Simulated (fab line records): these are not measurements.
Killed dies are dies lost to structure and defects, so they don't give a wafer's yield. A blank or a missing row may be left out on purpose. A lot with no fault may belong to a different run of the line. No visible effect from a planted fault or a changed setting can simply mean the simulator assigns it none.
The same fault as seen by 2 desks ; flow berkeleyCmos170 ; only its own numbers are on each desk; what lay behind them is given at the end

== DESK OF THE TOOL OWNER: rieMetal-01 ==
The tool's own readings at UCB170_M2_METAL_ETCH_18 (etches Al in Cl2/BCl3, stops on SiO2, target depth 1170 nm, time 195 s): means of the sampled wafers that have a number, for each lot that ran on this tool. The brackets show how far a lot's mean lies from the usual mean; more than 4 standard deviations puts the lot out of limits, marked OUT.
Columns: A = chamberPressureMTorr at UCB170_M2_METAL_ETCH_18, usual 12.001 mTorr; B = drypumpMotorCurrentA at UCB170_M2_METAL_ETCH_18, usual 5.74 A; C = oesProductAu at UCB170_M2_METAL_ETCH_18, usual 0.858 a.u.; D = throttleValvePct at UCB170_M2_METAL_ETCH_18, usual 24.39 %
lot;first seen here;A;B;C;D
L481;day 9 11:41;12.811 (+74) OUT;5.82;0.867;24.36
L486;day 10 04:17;13.597 (+99 or more) OUT;6.00;0.870;24.41
L495;day 13 02:51;11.999;5.64;0.861;24.30
L501;day 14 05:26;12.003;6.19;0.870;24.48
Finding of this desk: L481, L486 out of limits; the first was L481 at day 9 11:41, on chamberPressureMTorr at UCB170_M2_METAL_ETCH_18. In limits: L495, L501.

== AT THE METROLOGY DESK ==
What the gauges read, lot by lot, whatever tool the lot ran on: means of the sampled wafers that have a number. The brackets show how far a lot's mean lies from the usual mean; more than 4 standard deviations puts the lot out of limits, marked OUT.
Columns: A = cdNm at UCB170_M2_CD_MEAS_15, usual 699.9 nm; B = M2_OVL at UCB170_M2_OVL_MEAS_16, usual 0 nm
lot;first seen here;A;B
L481;day 9 11:28;697.7;0
L486;day 10 04:07;698.4;-2
L495;day 13 02:37;701.6;-2
L497;day 13 13:57;702.5;-3
L501;day 14 05:14;699.6;2
L500;day 14 06:37;699.3;1
Result from this desk: across the 6 lots, nothing is out of limits.

== ALL TOGETHER ==
The tool owner's desk had the chance to raise an alarm at day 9 11:41 on L481, L486.
From the metrology desk's view, nothing was out of limits.
The metrology desk has L481, L486 on record, within its limits.
On rieMetal-01, each named lot ran UCB170_M2_METAL_ETCH_18.

== WHAT THE SIMULATOR HAD INSERTED ==
rieMetal-01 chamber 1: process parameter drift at UCB170_M2_METAL_ETCH_18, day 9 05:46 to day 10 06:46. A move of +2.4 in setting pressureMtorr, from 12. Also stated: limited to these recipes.
Lots struck among those shown: L481, L486.
Hours from the fault's start to each desk's first reading out of limits: the tool owner's desk, 6.
